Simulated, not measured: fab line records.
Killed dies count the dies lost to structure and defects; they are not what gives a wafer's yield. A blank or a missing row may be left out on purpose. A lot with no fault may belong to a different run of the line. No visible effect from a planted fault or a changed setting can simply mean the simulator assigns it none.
Which of the tools did it? | flow berkeley_cmos170 | 7 lots with 21 wafers sampled at 2 steps, on a route of 331 steps

WHAT THE GAUGES SHOWED, per wafer
UCB170_V2_OVL_MEAS_13.
lot  | measured     | on         | V2_OVL (nm)
L337 | day 8 13:14  | overlay-02 | -3 -2 -6
L338 | day 8 13:52  | overlay-02 | -7 -1 -7
L340 | day 9 17:47  | overlay-01 | -1 -1 -6
L342 | day 9 17:11  | overlay-02 | -2 -5 -4
L351 | day 11 13:13 | overlay-01 | -1 -6 -2
L355 | day 12 08:49 | overlay-01 | 0 0 4
L357 | day 12 20:43 | overlay-01 | -9 -14 -8

WHICH TOOL RAN EACH LOT (tool, then ch and the chambers of the sampled wafers, then the start)
lot  | UCB170_GATE_OXIDATION_01
L337 | furnace-04 ch 0, day 6 12:55
L338 | furnace-04 ch 0, day 6 21:05
L340 | furnace-04 ch 0, day 7 19:46
L342 | furnace-04 ch 0, day 7 19:46
L351 | furnace-01 ch 0, day 9 15:59
L355 | furnace-01 ch 0, day 10 10:38
L357 | furnace-01 ch 0, day 11 02:04
- UCB170_GATE_OXIDATION_01: target thk 6.6 nm, ox time 1800 s.

THE ANSWER, worked out from the rows above alone
Rule: the usual values come from the lots themselves. The widest of any qualifying gaps counts: lots, ordered by their means at a reading, are off when they make up no more than a third of the lots, leave a main group of 4 or more, and stand apart from it by 3 or more times the standard deviation of that group's means. Not used: any main group whose means are identical at the precision the tables above print for the reading. A lot without any number at a reading at which 4 lots or more have one is off too. The other lots that the step has rows for count as sound.
Nothing can be told from this: no lot is off at any reading shown.

WHAT THE SIMULATOR HAD PUT IN
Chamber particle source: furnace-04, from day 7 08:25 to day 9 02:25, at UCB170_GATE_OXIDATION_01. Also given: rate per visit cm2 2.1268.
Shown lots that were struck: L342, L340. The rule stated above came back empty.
